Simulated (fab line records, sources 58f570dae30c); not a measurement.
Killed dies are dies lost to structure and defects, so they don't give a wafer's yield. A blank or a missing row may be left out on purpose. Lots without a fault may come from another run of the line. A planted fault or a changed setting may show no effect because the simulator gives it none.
One fault seen from 2 desks | flow berkeley_cmos170 | each desk has only its own numbers; what lay behind them comes last

THE METROLOGY DESK
What the gauges read, lot by lot, whatever tool the lot ran on: means of the sampled wafers that have a number. A lot is out of limits, marked OUT, if its mean lies more than 4 standard deviations from the usual mean; the brackets give that distance.
Columns: A = NWELL_TW at UCB170_NWELL_TW_MEAS_16, usual 1255; B = PFIELD_OVL at UCB170_PFIELD_OVL_MEAS_06, usual -3 nm; C = SACOX_OXIDE_THK at UCB170_SACOX_THK_MEAS_02, usual 14.38 nm
lot  | first seen here | A    | B  | C
L434 | day 2 20:00     | 1267 | -1 | 14.19
L437 | day 3 12:11     | 1254 | -9 | 14.37
L438 | day 3 18:02     | 1255 | -1 | 14.15
L439 | day 3 18:09     | 1254 | -5 | 14.18
L440 | day 4 04:19     | 1260 | -6 | 14.46
L443 | day 4 14:16     | 1255 | 6  | 14.52
L442 | day 4 14:32     | 1249 | -8 | 14.47
L444 | day 4 22:11     | 1255 | -4 | 14.71
L446 | day 5 09:02     | 1253 | 2  | 14.23
L448 | day 5 20:47     | 1257 | -1 | 14.60
L447 | day 5 20:51     | 1245 | -0 | 14.47
L450 | day 6 08:20     | 1251 | -8 | 14.66
L454 | day 6 17:26     | 1251 | 0  | 14.52
L455 | day 7 01:52     | 1258 | -8 | 14.64
This desk's finding: nothing out of limits on any of the 14 lots.

THE TOOL OWNER'S DESK: rie_metal-03
The tool's own readings at UCB170_M2_METAL_ETCH_18 (etches Al in Cl2/BCl3, stops on SiO2, target depth 1170 nm, time 195 s): means of the sampled wafers that have a number, for each lot that ran on this tool. A lot is out of limits, marked OUT, if its mean lies more than 4 standard deviations from the usual mean; the brackets give that distance.
Columns: A = bias_w at UCB170_M2_METAL_ETCH_18, usual 120.0 W; B = drypump_motor_current_A at UCB170_M2_METAL_ETCH_18, usual 5.7 A; C = oes_product_au at UCB170_M2_METAL_ETCH_18, usual 0.860 a.u.; D = throttle_valve_pct at UCB170_M2_METAL_ETCH_18, usual 24.53 %
lot  | first seen here | A               | B   | C     | D
L440 | day 10 10:47    | 120.3           | 6.0 | 0.858 | 24.77
L442 | day 10 13:34    | 119.8           | 5.7 | 0.871 | 24.69
L444 | day 11 12:41    | 120.2           | 6.0 | 0.861 | 24.78
L450 | day 12 16:40    | 120.3           | 6.0 | 0.856 | 24.77
L454 | day 12 21:15    | 138.5 (+54) OUT | 5.5 | 0.876 | 24.60
L455 | day 14 03:21    | 138.9 (+56) OUT | 6.0 | 0.869 | 24.77
This desk's finding: out of limits on L454, L455; first on L454, day 12 21:15 (bias_w at UCB170_M2_METAL_ETCH_18). In limits: L440, L442, L444, L450.

PUT TOGETHER
The tool owner's desk could have raised an alarm at day 12 21:15, on L454, L455.
The metrology desk saw nothing out of limits.
The metrology desk has L454, L455 on record, within its limits.
Of the lots named, all ran UCB170_M2_METAL_ETCH_18 on rie_metal-03.

WHAT THE SIMULATOR HAD PUT IN
Process parameter drift: rie_metal-03, from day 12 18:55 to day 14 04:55, at UCB170_M2_METAL_ETCH_18. Setting bias_w, moved by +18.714, from 120. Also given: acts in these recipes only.
Lots struck among those shown: L454, L455.
Hours from the fault's start to each desk's first reading out of limits: the tool owner's desk, 2.
